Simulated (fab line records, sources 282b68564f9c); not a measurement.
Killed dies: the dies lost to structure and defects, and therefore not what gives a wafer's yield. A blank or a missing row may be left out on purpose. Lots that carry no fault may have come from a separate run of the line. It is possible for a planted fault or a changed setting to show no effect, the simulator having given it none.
Shared-tool check + flow ritCmos + 15 lots and 45 wafers in the sample

== THE REASON FOR OPENING IT ==
Of 15 lots, 3 have the reading NRETRO_OVL flagged at RIT_NRETRO_OVL_MEAS_06. Fault-free wafers read -0.2 nm, with a standard deviation of 1.5.
Rule: a lot gets a flag if all its wafers with a number sit over 4 standard deviations from that mean, or if no wafer of it has a number. The rest of the lots are taken to be sound.

| lot  | measured    | on         | NRETRO_OVL (nm), wafer by wafer | flag    |
|------|-------------|------------|---------------------------------|---------|
| L175 | day 2 06:55 | overlay-02 | 1.6 0.1 0.4                     |         |
| L177 | day 2 15:02 | overlay-02 | -1.5 -0.4 -0.9                  |         |
| L178 | day 2 20:13 | overlay-01 | 0.3 0.3 -0.3                    |         |
| L179 | day 3 02:16 | overlay-01 | -1.1 -1.6 -2.4                  |         |
| L180 | day 3 07:19 | overlay-02 | -3.5 -3.3 -3.3                  |         |
| L181 | day 3 13:37 | overlay-01 | 1.2 2.0 1.0                     |         |
| L183 | day 3 21:44 | overlay-01 | 0.9 0.3 -0.2                    |         |
| L184 | day 4 02:28 | overlay-01 | -2.2 0.4 -0.8                   |         |
| L187 | day 4 18:16 | overlay-02 | -298.7 -299.4 -299.3            | FLAGGED |
| L188 | day 4 23:14 | overlay-01 | -298.2 -297.7 -297.4            | FLAGGED |
| L190 | day 5 07:38 | overlay-01 | -1.7 -1.8 -1.9                  |         |
| L192 | day 5 19:21 | overlay-02 | -297.9 -299.3 -297.6            | FLAGGED |
| L196 | day 6 14:05 | overlay-02 | -1.4 -1.2 -2.8                  |         |
| L197 | day 6 20:13 | overlay-02 | 1.0 2.2 2.6                     |         |
| L198 | day 7 02:40 | overlay-02 | -1.5 -0.9 -1.1                  |         |
Flagged lots average -298.4 nm: -298.2 nm relative to the usual, that is -99 or more standard deviations.

== EACH LOT AND THE TOOL IT RAN ON ==
The record holds 1 process step before the reading, out of a route of 202 steps. In each cell: the tool, then ch and the chambers that the sampled wafers went through, then the start.
| lot  | flag    | RIT_NRETRO_EXPOSE_03              |
|------|---------|-----------------------------------|
| L175 |         | ilineStepper-02 ch 0, day 2 06:29 |
| L177 |         | ilineStepper-01 ch 0, day 2 14:37 |
| L178 |         | ilineStepper-02 ch 0, day 2 19:47 |
| L179 |         | ilineStepper-01 ch 0, day 3 01:50 |
| L180 |         | ilineStepper-01 ch 0, day 3 06:47 |
| L181 |         | ilineStepper-01 ch 0, day 3 13:11 |
| L183 |         | ilineStepper-02 ch 0, day 3 21:19 |
| L184 |         | ilineStepper-02 ch 0, day 4 02:02 |
| L187 | FLAGGED | ilineStepper-02 ch 0, day 4 17:52 |
| L188 | FLAGGED | ilineStepper-02 ch 0, day 4 22:49 |
| L190 |         | ilineStepper-01 ch 0, day 5 07:13 |
| L192 | FLAGGED | ilineStepper-02 ch 0, day 5 18:56 |
| L196 |         | ilineStepper-01 ch 0, day 6 13:40 |
| L197 |         | ilineStepper-01 ch 0, day 6 19:41 |
| L198 |         | ilineStepper-01 ch 0, day 7 02:14 |
What these steps do:
- RIT_NRETRO_EXPOSE_03: exposes mask M4, target cd 43900 nm.
- RIT_NRETRO_OVL_MEAS_06

== FLAGGED OVER TOTAL, TOOL BY TOOL (the gauges that took the reading come last) ==
| step                   | tool            | lots run | flagged | share of the flagged lots | sound lots run after its first flagged lot |
|------------------------|-----------------|----------|---------|---------------------------|--------------------------------------------|
| RIT_NRETRO_EXPOSE_03   | ilineStepper-01 | 8        | 0       | none                      | -                                          |
| RIT_NRETRO_EXPOSE_03   | ilineStepper-02 | 7        | 3       | all                       | 0                                          |
| RIT_NRETRO_OVL_MEAS_06 | overlay-01      | 7        | 1       | some                      | 1 (L190)                                   |
| RIT_NRETRO_OVL_MEAS_06 | overlay-02      | 8        | 2       | some                      | 3 (L196,L197,L198)                         |

== WHAT IS ALLOWED BY THE TABLE ==
In the table, 1 row covers all flagged lots: ilineStepper-02 at RIT_NRETRO_EXPOSE_03.
- ilineStepper-02 at RIT_NRETRO_EXPOSE_03 ran 7 lots, 3 of them flagged. Last sound lot L184 at day 4 02:02, first flagged lot L187 at day 4 17:52; a fault beginning in between fits.
Left over: one tool, ilineStepper-02 at RIT_NRETRO_EXPOSE_03.

== WHAT WAS PUT IN BY THE SIMULATOR ==
Scanner matching overlay: ilineStepper-02, from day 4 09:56 on, at RIT_NRETRO_EXPOSE_03. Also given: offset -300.
Shown lots that were struck: L187, L188, L192. The rule above reached the same finding.
